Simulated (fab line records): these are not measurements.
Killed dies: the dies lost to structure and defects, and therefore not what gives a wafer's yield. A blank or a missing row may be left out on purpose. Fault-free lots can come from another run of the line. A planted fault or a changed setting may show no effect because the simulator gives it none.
Which of the tools did it? :: flow berkeley-cmos170 :: 21 wafers from 7 lots sampled at 2 of the route's 331 steps

## WHAT EACH GAUGE READ, for each wafer
UCB170_GATE_CD_MEAS_12 targets a cd of 350 nm.
lot: L447
measured: day 8 03:38
on: cd-sem-01
cd-nm (nm): 350.5 350.7 350.1

lot: L450
measured: day 8 13:19
on: cd-sem-01
cd-nm (nm): 352.4 351.4 350.1

lot: L454
measured: day 8 17:42
on: cd-sem-02
cd-nm (nm): 349.5 348.7 350.0

lot: L451
measured: day 8 18:10
on: cd-sem-02
cd-nm (nm): 347.2 347.5 347.4

lot: L456
measured: day 10 01:15
on: cd-sem-01
cd-nm (nm): 350.3 350.7 349.4

lot: L460
measured: day 10 15:10
on: cd-sem-01
cd-nm (nm): 301.3 303.8 303.1

lot: L464
measured: day 11 08:44
on: cd-sem-02
cd-nm (nm): 349.3 350.6 350.1

## EACH LOT AND THE TOOL THAT RAN IT (in order: tool; ch and the chambers of the sampled wafers; start)
lot: L447
UCB170_GATE_COAT_07: litho-track-04 ch 0, day 8 02:00

lot: L450
UCB170_GATE_COAT_07: litho-track-01 ch 0, day 8 12:00

lot: L454
UCB170_GATE_COAT_07: litho-track-04 ch 0, day 8 16:00

lot: L451
UCB170_GATE_COAT_07: litho-track-02 ch 0, day 8 17:00

lot: L456
UCB170_GATE_COAT_07: litho-track-01 ch 0, day 10 00:00

lot: L460
UCB170_GATE_COAT_07: litho-track-01 ch 0, day 10 14:00

lot: L464
UCB170_GATE_COAT_07: litho-track-02 ch 0, day 11 08:00
- UCB170_GATE_COAT_07: resist thk 900 nm.

## THE ANSWER, worked out from the rows above alone
Rule: the lots themselves supply what counts as usual. The widest of any qualifying gaps counts: lots, ordered by their means at a reading, are off when they make up no more than a third of the lots, leave a main group of 4 or more, and stand apart from it by 3 or more times the standard deviation of that group's means. The tables above print the reading to a certain number of digits; a main group whose means all agree to those digits is not used. Also off: a lot with no number at a reading for which 4 or more lots have one. Any other lot the step has rows for is counted as sound.
Off at UCB170_GATE_CD_MEAS_12 (cd-nm): L460. Main group: mean 349.8 nm, sd 1.2.
A tool fits if, at a process step before that reading, it ran every lot that is off, and no sound lot after the first of them. The gauges at UCB170_GATE_CD_MEAS_12 are tried like those tools. 2 tools fit, litho-track-01 at UCB170_GATE_COAT_07 and cd-sem-01 at UCB170_GATE_CD_MEAS_12, so this cannot tell which one it is.

## WHAT WAS PUT IN BY THE SIMULATOR
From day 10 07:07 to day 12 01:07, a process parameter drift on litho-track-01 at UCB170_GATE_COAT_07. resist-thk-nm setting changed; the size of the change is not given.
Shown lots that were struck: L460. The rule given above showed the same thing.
